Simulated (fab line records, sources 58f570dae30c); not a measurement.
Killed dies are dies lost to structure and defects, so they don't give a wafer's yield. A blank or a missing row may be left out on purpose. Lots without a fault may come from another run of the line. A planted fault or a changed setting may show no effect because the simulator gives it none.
Which tool did it? | flow berkeley_cmos170 | 14 lots, 42 wafers sampled, at 3 steps of a route of 331

WHAT THE GAUGES READ, wafer by wafer
UCB170_NLDD_OVL_MEAS_07.
lot  | measured     | on         | NLDD_OVL (nm)
L173 | day 6 17:23  | overlay-01 | 2 -2 -2
L172 | day 6 17:38  | overlay-02 | 7 9 6
L176 | day 7 08:07  | overlay-02 | 6 7 10
L177 | day 7 09:08  | overlay-02 | 11 7 -1
L179 | day 8 01:49  | overlay-01 | -7 -2 -4
L183 | day 9 01:38  | overlay-01 | 2 7 1
L187 | day 9 18:13  | overlay-02 | -7 -7 -2
L186 | day 9 18:23  | overlay-01 | -8 3 -4
L190 | day 10 00:44 | overlay-01 | 7 11 9
L191 | day 10 01:22 | overlay-01 | 16 11 11
L192 | day 10 20:50 | overlay-02 | 15 18 11
L194 | day 11 06:41 | overlay-02 | 5 -3 3
L193 | day 11 08:38 | overlay-02 | -1 -8 1
L195 | day 11 14:20 | overlay-01 | 13 18 10

UCB170_M1_OVL_MEAS_10.
lot  | measured     | on         | M1_OVL (nm)
L173 | day 7 13:47  | overlay-01 | 18 14 10
L172 | day 7 12:34  | overlay-02 | 1 9 6
L176 | day 8 04:26  | overlay-01 | 4 10 12
L177 | day 8 03:16  | overlay-01 | 6 -6 -2
L179 | day 8 17:47  | overlay-01 | -3 -3 1
L183 | day 9 21:16  | overlay-01 | 9 8 5
L187 | day 10 13:10 | overlay-02 | -8 -4 -6
L186 | day 10 14:35 | overlay-02 | -7 4 -1
L190 | day 10 17:01 | overlay-02 | 0 -1 -4
L191 | day 10 19:02 | overlay-01 | 5 2 1
L192 | day 11 15:43 | overlay-01 | 1 2 9
L194 | day 11 23:34 | overlay-02 | -6 -5 -7
L193 | day 12 05:23 | overlay-02 | 0 2 1
L195 | day 12 12:32 | overlay-01 | 5 8 9

WHICH TOOL RAN EACH LOT (tool, then ch and the chambers of the sampled wafers, then the start)
lot  | UCB170_PSD_SOFTBAKE_02
L173 | litho_track-02 ch 0, day 7 00:46
L172 | litho_track-03 ch 0, day 7 00:55
L176 | litho_track-03 ch 0, day 7 12:01
L177 | litho_track-02 ch 0, day 7 12:16
L179 | litho_track-03 ch 0, day 8 06:31
L183 | litho_track-03 ch 0, day 9 05:14
L187 | litho_track-02 ch 0, day 10 01:02
L186 | litho_track-04 ch 0, day 10 01:16
L190 | litho_track-02 ch 0, day 10 05:58
L191 | litho_track-02 ch 0, day 10 06:25
L192 | litho_track-02 ch 0, day 11 04:17
L194 | litho_track-02 ch 0, day 11 12:43
L193 | litho_track-04 ch 0, day 11 12:52
L195 | litho_track-02 ch 0, day 11 21:20
- UCB170_PSD_SOFTBAKE_02: time 60 s.

WHAT THE TOOLS THEMSELVES READ (means of the sampled wafers that have a number; where no wafer has one, the mark that the record gives instead)
UCB170_PSD_SOFTBAKE_02.
lot  | tool           | run_length_s (s)
L173 | litho_track-02 | 89.14
L172 | litho_track-03 | 88.92
L176 | litho_track-03 | 88.90
L177 | litho_track-02 | 89.26
L179 | litho_track-03 | 92.00
L183 | litho_track-03 | 92.09
L187 | litho_track-02 | 89.10
L186 | litho_track-04 | 88.79
L190 | litho_track-02 | 89.20
L191 | litho_track-02 | 89.11
L192 | litho_track-02 | 89.27
L194 | litho_track-02 | 89.09
L193 | litho_track-04 | 88.84
L195 | litho_track-02 | 89.11

THE ANSWER, worked out from the rows above alone
Rule: what is usual is taken from the lots themselves. Put in order of their means at a reading, lots are off if they are a third of the lots or fewer, leave a main group of 4 or more, and stand apart from it by a gap of 3 or more times the standard deviation of the main group's means; of several such gaps the widest counts. A main group whose means are all the same, to the digits that the tables above print for the reading, isn't used. A lot without any number at a reading at which 4 lots or more have one is off too. The other lots that the step has rows for count as sound. The gauges are gone through in route order, then the tools' own readings, and for those a lot's mean is taken as printed above. The first step at which some lot is off is used, and at that step the reading that is off furthest; a lot without a number counts as furthest.
Off: L179, L183, at UCB170_PSD_SOFTBAKE_02 (run_length_s). The main group: mean 89.06 s, standard deviation 0.15.
A tool fits if, at that step or a process step before it, it ran every lot that is off, and no sound lot after the first of them. One fits: litho_track-03 at UCB170_PSD_SOFTBAKE_02. Its last sound lot is L176 (day 7 12:01), its first lot that is off L179 (day 8 06:31): a fault that began between those two fits.
The tool's own readings at UCB170_PSD_SOFTBAKE_02 bear it out: on the lots that are off they differ by more than 5 times the standard deviation of the sound lots' means. run_length_s reads 92.05 s there against 89.06 s on the sound lots.

WHAT THE SIMULATOR HAD PUT IN
Process parameter drift: litho_track-03, from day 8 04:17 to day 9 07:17, at UCB170_PSD_SOFTBAKE_02. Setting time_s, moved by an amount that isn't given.
Lots struck among those shown: L179, L183. The rule above found the same.
